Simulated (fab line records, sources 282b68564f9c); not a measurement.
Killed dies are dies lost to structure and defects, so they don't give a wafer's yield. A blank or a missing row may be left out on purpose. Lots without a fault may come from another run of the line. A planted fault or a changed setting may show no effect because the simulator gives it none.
Which tool did it? | flow rit_cmos | 14 lots, 42 wafers sampled, at 4 steps of a route of 202

WHAT THE GAUGES READ, wafer by wafer
RIT_ACTIVE_CD_MEAS_11: target cd 1400 nm. Usual: cd_nm 1400.1 nm, standard deviation 1.9.
lot  | measured    | on        | cd_nm (nm)           | flag
L370 | day 1 15:09 | cd_sem-02 | 1400.1 1402.5 1402.8 |
L371 | day 1 19:34 | cd_sem-01 | 1401.5 1399.4 1400.3 |
L372 | day 2 00:35 | cd_sem-01 | 1400.1 1399.6 1401.9 |
L373 | day 2 05:34 | cd_sem-01 | 1399.5 1397.5 1397.3 |
L374 | day 2 10:34 | cd_sem-01 | 1398.1 1399.5 1399.0 |
L375 | day 2 16:09 | cd_sem-02 | 1402.4 1398.4 1400.6 |
L376 | day 2 20:30 | cd_sem-02 | 1399.5 1401.7 1399.7 |
L377 | day 3 02:16 | cd_sem-02 | 1400.1 1399.0 1400.0 |
L382 | day 4 02:35 | cd_sem-02 | 1399.8 1395.7 1396.8 |
L385 | day 4 21:14 | cd_sem-02 | 1397.5 1397.5 1399.4 |
L388 | day 5 12:07 | cd_sem-01 | 1402.6 1401.9 1403.3 |
L389 | day 5 14:59 | cd_sem-01 | 1400.3 1399.8 1401.6 |
L391 | day 6 01:45 | cd_sem-02 | 1402.2 1400.6 1400.6 |
L392 | day 6 06:20 | cd_sem-01 | 1399.5 1400.4 1401.7 |

RIT_SDANNEAL_RS_MEAS_07: measures by four-point-probe. Usual: NLDD_RS 151.8 ohm/sq, standard deviation 0.6.
lot  | measured    | on            | NLDD_RS (ohm/sq)  | flag
L370 | day 3 02:25 | film_metro-03 | 151.5 150.9 151.2 |
L371 | day 3 06:37 | film_metro-03 | 150.8 151.0 151.7 |
L372 | day 3 12:38 | film_metro-04 | 151.5 152.2 152.2 |
L373 | day 3 19:13 | film_metro-04 | 152.0 151.8 151.7 |
L374 | day 3 23:05 | film_metro-04 | 152.0 152.4 151.9 |
L375 | day 4 03:43 | film_metro-01 | 152.0 151.8 151.9 |
L376 | day 4 08:24 | film_metro-01 | 151.8 151.8 152.1 |
L377 | day 4 15:35 | film_metro-03 | 151.7 152.0 151.7 |
L382 | day 5 17:55 | film_metro-01 | 152.7 153.2 151.9 |
L385 | day 6 15:17 | film_metro-04 | 151.2 151.7 151.4 |
L388 | day 7 01:29 | film_metro-04 | 152.7 152.5 152.5 |
L389 | day 7 05:58 | film_metro-01 | 151.3 151.6 151.3 |
L391 | day 7 13:41 | film_metro-01 | 151.8 151.4 151.8 |
L392 | day 7 17:20 | film_metro-04 | 152.3 151.6 152.7 |

RIT_M1_CD_MEAS_09: target cd 2600 nm. Usual: cd_nm 2599.1 nm, standard deviation 2.1.
lot  | measured    | on        | cd_nm (nm)           | flag
L370 | day 3 06:55 | cd_sem-01 | 2601.4 2600.6 2599.3 |
L371 | day 3 11:11 | cd_sem-02 | 2598.8 2602.2 2601.7 |
L372 | day 3 16:59 | cd_sem-02 | 2602.2 2599.1 2599.4 |
L373 | day 3 23:35 | cd_sem-02 | 2596.4 2596.7 2598.6 |
L374 | day 4 03:29 | cd_sem-02 | 2597.2 2599.7 2599.9 |
L375 | day 4 08:22 | cd_sem-01 | 2598.2 2598.3 2600.9 |
L376 | day 4 12:38 | cd_sem-01 | 2601.0 2603.6 2602.6 |
L377 | day 4 19:55 | cd_sem-02 | 2600.1 2601.0 2599.4 |
L382 | day 5 22:25 | cd_sem-01 | 2600.2 2602.4 2601.8 |
L385 | day 6 19:56 | cd_sem-02 | 2599.5 2599.4 2600.2 |
L388 | day 7 06:11 | cd_sem-02 | 2600.9 2602.1 2600.5 |
L389 | day 7 10:28 | cd_sem-02 | 2597.8 2597.3 2596.2 |
L391 | day 7 17:57 | cd_sem-02 | 2599.3 2595.3 2597.4 |
L392 | day 7 21:43 | cd_sem-01 | 2594.4 2595.7 2597.3 |

WHICH TOOL RAN EACH LOT (tool, then ch and the chambers of the sampled wafers, then the start)
lot  | RIT_PLDD_STRIP_09
L370 | plasma_asher-02 ch 0,1, day 2 19:53
L371 | plasma_asher-02 ch 0,1, day 3 00:01
L372 | plasma_asher-04 ch 0, day 3 06:05
L373 | plasma_asher-02 ch 0,1, day 3 12:38
L374 | plasma_asher-01 ch 0,1, day 3 16:14
L375 | plasma_asher-02 ch 1, day 3 21:04
L376 | plasma_asher-02 ch 0,1, day 4 00:55
L377 | plasma_asher-01 ch 0,1, day 4 08:01
L382 | plasma_asher-02 ch 0,1, day 5 10:19
L385 | plasma_asher-02 ch 0,1, day 6 08:10
L388 | plasma_asher-01 ch 0,1, day 6 17:40
L389 | plasma_asher-01 ch 0,1, day 6 20:53
L391 | plasma_asher-01 ch 0,1, day 7 06:00
L392 | plasma_asher-04 ch 0,1, day 7 09:54
- RIT_PLDD_STRIP_09: strips in O2, time 180 s.

WHAT THE TOOLS THEMSELVES READ (means of the sampled wafers that have a number; where no wafer has one, the mark that the record gives instead)
RIT_PLDD_STRIP_09. Usual: drypump_motor_current_A 5.7 A, standard deviation 0.43; o2_flow_sccm 4000 sccm, standard deviation 14.
lot  | tool            | drypump_motor_current_A (A) | o2_flow_sccm (sccm) | flag
L370 | plasma_asher-02 | 5.5                         | 3987                |
L371 | plasma_asher-02 | 5.5                         | 4001                |
L372 | plasma_asher-04 | 5.9                         | 3993                |
L373 | plasma_asher-02 | 5.4                         | 4005                |
L374 | plasma_asher-01 | 5.8                         | 4010                |
L375 | plasma_asher-02 | 5.1                         | 3998                |
L376 | plasma_asher-02 | 5.8                         | 3996                |
L377 | plasma_asher-01 | 5.8                         | 4002                |
L382 | plasma_asher-02 | 5.8                         | 3741                | OFF
L385 | plasma_asher-02 | 5.4                         | 3466                | OFF
L388 | plasma_asher-01 | 5.8                         | 3991                |
L389 | plasma_asher-01 | 5.7                         | 4001                |
L391 | plasma_asher-01 | 5.7                         | 4001                |
L392 | plasma_asher-04 | 6.2                         | 3991                |

THE ANSWER, worked out from the rows above alone
Rule: a lot is off if the mean of its wafers that have a number lies more than 3 standard deviations from the usual mean. A lot without any number at a reading at which 4 lots or more have one is off too. The other lots that the step has rows for count as sound. The gauges are gone through in route order, then the tools' own readings, and for those a lot's mean is taken as printed above. The first step at which some lot is off is used, and at that step the reading that is off furthest; a lot without a number counts as furthest.
Off: L382, L385, at RIT_PLDD_STRIP_09 (o2_flow_sccm).
A tool fits if, at that step or a process step before it, it ran every lot that is off, and no sound lot after the first of them. One fits: plasma_asher-02 at RIT_PLDD_STRIP_09. Its last sound lot is L376 (day 4 00:55), its first lot that is off L382 (day 5 10:19): a fault that began between those two fits.
The tool's own readings at RIT_PLDD_STRIP_09 bear it out: on the lots that are off they differ by more than 5 times the standard deviation of the sound lots' means. o2_flow_sccm reads 3604 sccm there against 3998 sccm on the sound lots.

WHAT THE SIMULATOR HAD PUT IN
Process parameter drift: plasma_asher-02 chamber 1, from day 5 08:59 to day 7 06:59, at RIT_PLDD_STRIP_09. Setting o2_flow_sccm, moved by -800, from 4000. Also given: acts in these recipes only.
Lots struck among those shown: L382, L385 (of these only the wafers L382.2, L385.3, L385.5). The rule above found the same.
